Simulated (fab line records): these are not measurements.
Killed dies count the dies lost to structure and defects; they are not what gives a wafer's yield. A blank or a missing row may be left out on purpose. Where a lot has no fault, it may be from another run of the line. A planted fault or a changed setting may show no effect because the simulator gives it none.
Which tool is to blame? :: flow berkeleyCmos170 :: 14 lots (42 wafers sampled), 1 step of a 331-step route

== WHAT THE GAUGES READ, wafer by wafer ==
The record holds no reading of a measuring or inspecting step that can be judged against a usual standard deviation.

== WHICH TOOL RAN EACH LOT (tool, then ch and the chambers of the sampled wafers, then the start) ==
lot: L192
UCB170_GATE_ETCH_15: rieSi-01 ch 2,3, day 7 05:31

lot: L191
UCB170_GATE_ETCH_15: rieSi-02 ch 0,2,3, day 7 05:56

lot: L195
UCB170_GATE_ETCH_15: rieSi-01 ch 0,1,2, day 7 18:46

lot: L194
UCB170_GATE_ETCH_15: rieSi-02 ch 0,2,3, day 7 18:53

lot: L196
UCB170_GATE_ETCH_15: rieSi-01 ch 0,1,3, day 7 19:08

lot: L193
UCB170_GATE_ETCH_15: rieSi-02 ch 0,1,2, day 7 19:29

lot: L199
UCB170_GATE_ETCH_15: rieSi-01 ch 0,3, day 8 20:07

lot: L200
UCB170_GATE_ETCH_15: rieSi-02 ch 0,1,3, day 8 20:32

lot: L201
UCB170_GATE_ETCH_15: rieSi-01 ch 0,2,3, day 8 20:58

lot: L204
UCB170_GATE_ETCH_15: rieSi-02 ch 0,1,2, day 9 20:19

lot: L206
UCB170_GATE_ETCH_15: rieSi-02 ch 1,3, day 10 11:02

lot: L210
UCB170_GATE_ETCH_15: rieSi-01 ch 0,3, day 10 19:56

lot: L212
UCB170_GATE_ETCH_15: rieSi-01 ch 0,1,2, day 11 16:10

lot: L211
UCB170_GATE_ETCH_15: rieSi-01 ch 0,3, day 11 16:47
- UCB170_GATE_ETCH_15: etches poly-Si in HBr/Cl2, stops on SiO2, time 56.3 s, target depth 278.2 nm.

== AS READ BY THE TOOLS THEMSELVES (means over the sampled wafers that have a number; for cases with no such wafer, the mark the record gives instead) ==
UCB170_GATE_ETCH_15.
lot: L192
tool: rieSi-01
biasW (W): 146.4
drypumpMotorCurrentA (A): 5.2
oesProductAu (a.u.): 0.838
rfFwdPowerW (W): 297.9
runLengthS (s): 84.5
throttleValvePct (%): 26.0

lot: L191
tool: rieSi-02
biasW (W): 146.4
drypumpMotorCurrentA (A): 5.4
oesProductAu (a.u.): 0.827
rfFwdPowerW (W): 297.3
runLengthS (s): 84.4
throttleValvePct (%): 26.6

lot: L195
tool: rieSi-01
biasW (W): 146.3
drypumpMotorCurrentA (A): 5.4
oesProductAu (a.u.): 0.845
rfFwdPowerW (W): 297.4
runLengthS (s): 83.7
throttleValvePct (%): 26.4

lot: L194
tool: rieSi-02
biasW (W): 146.4
drypumpMotorCurrentA (A): 5.4
oesProductAu (a.u.): 0.839
rfFwdPowerW (W): 298.0
runLengthS (s): 84.4
throttleValvePct (%): 26.6

lot: L196
tool: rieSi-01
biasW (W): 146.3
drypumpMotorCurrentA (A): 4.8
oesProductAu (a.u.): 0.845
rfFwdPowerW (W): 296.1
runLengthS (s): 84.2
throttleValvePct (%): 26.3

lot: L193
tool: rieSi-02
biasW (W): 146.6
drypumpMotorCurrentA (A): 5.5
oesProductAu (a.u.): 0.830
rfFwdPowerW (W): 298.0
runLengthS (s): 84.5
throttleValvePct (%): 26.3

lot: L199
tool: rieSi-01
biasW (W): 146.5
drypumpMotorCurrentA (A): 5.0
oesProductAu (a.u.): 0.840
rfFwdPowerW (W): 297.3
runLengthS (s): 84.0
throttleValvePct (%): 26.0

lot: L200
tool: rieSi-02
biasW (W): 146.0
drypumpMotorCurrentA (A): 5.5
oesProductAu (a.u.): 0.840
rfFwdPowerW (W): 297.9
runLengthS (s): 84.7
throttleValvePct (%): 26.5

lot: L201
tool: rieSi-01
biasW (W): 146.2
drypumpMotorCurrentA (A): 5.4
oesProductAu (a.u.): 0.845
rfFwdPowerW (W): 297.7
runLengthS (s): 84.4
throttleValvePct (%): 26.0

lot: L204
tool: rieSi-02
biasW (W): 146.4
drypumpMotorCurrentA (A): 5.5
oesProductAu (a.u.): 0.644
rfFwdPowerW (W): 295.9
runLengthS (s): 113.9
throttleValvePct (%): 26.3

lot: L206
tool: rieSi-02
biasW (W): 146.1
drypumpMotorCurrentA (A): 5.1
oesProductAu (a.u.): 0.656
rfFwdPowerW (W): 297.5
runLengthS (s): 114.1
throttleValvePct (%): 26.7

lot: L210
tool: rieSi-01
biasW (W): 146.8
drypumpMotorCurrentA (A): 5.0
oesProductAu (a.u.): 0.843
rfFwdPowerW (W): 297.3
runLengthS (s): 84.2
throttleValvePct (%): 26.0

lot: L212
tool: rieSi-01
biasW (W): 146.7
drypumpMotorCurrentA (A): 5.4
oesProductAu (a.u.): 0.842
rfFwdPowerW (W): 297.2
runLengthS (s): 83.8
throttleValvePct (%): 26.4

lot: L211
tool: rieSi-01
biasW (W): 146.7
drypumpMotorCurrentA (A): 5.0
oesProductAu (a.u.): 0.845
rfFwdPowerW (W): 297.7
runLengthS (s): 84.1
throttleValvePct (%): 26.1

== THE ANSWER, worked out from the rows above alone ==
Rule: what is usual is taken from the lots themselves. Put in order of their means at a reading, lots are off if they are a third of the lots or fewer, leave a main group of 4 or more, and stand apart from it by a gap of 3 or more times the standard deviation of the main group's means; of several such gaps the widest counts. If all means in a main group match to the digits the tables above print for the reading, that group is not used. Also off: a lot with no number at a reading for which 4 or more lots have one. Where the step has rows for the other lots, those lots are counted as sound. Order of review: gauges by route order, followed by the tools' own readings, for which a lot's mean as printed above is used. The first step at which some lot is off is used, and at that step the reading that is off furthest; a lot without a number counts as furthest.
Off at UCB170_GATE_ETCH_15 (runLengthS): L204, L206. Main group: mean 84.2 s, sd 0.29.
A tool fits if, at that step or a process step before it, it ran every lot that is off, and no sound lot after the first of them. One fits: rieSi-02 at UCB170_GATE_ETCH_15. Its last sound lot is L200 (day 8 20:32), its first lot that is off L204 (day 9 20:19): a fault that began between those two fits.
The tool's own readings at UCB170_GATE_ETCH_15 bear it out: on the lots that are off they differ by more than 5 times the standard deviation of the sound lots' means. oesProductAu reads 0.650 a.u. there against 0.840 a.u. on the sound lots; runLengthS reads 114.0 s there against 84.2 s on the sound lots.

== WHAT WAS PUT IN BY THE SIMULATOR ==
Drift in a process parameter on rieSi-02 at UCB170_GATE_ETCH_15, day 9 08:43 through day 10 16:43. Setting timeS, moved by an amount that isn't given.
Struck lots among those shown: L204, L206. This agrees with what the rule above found.
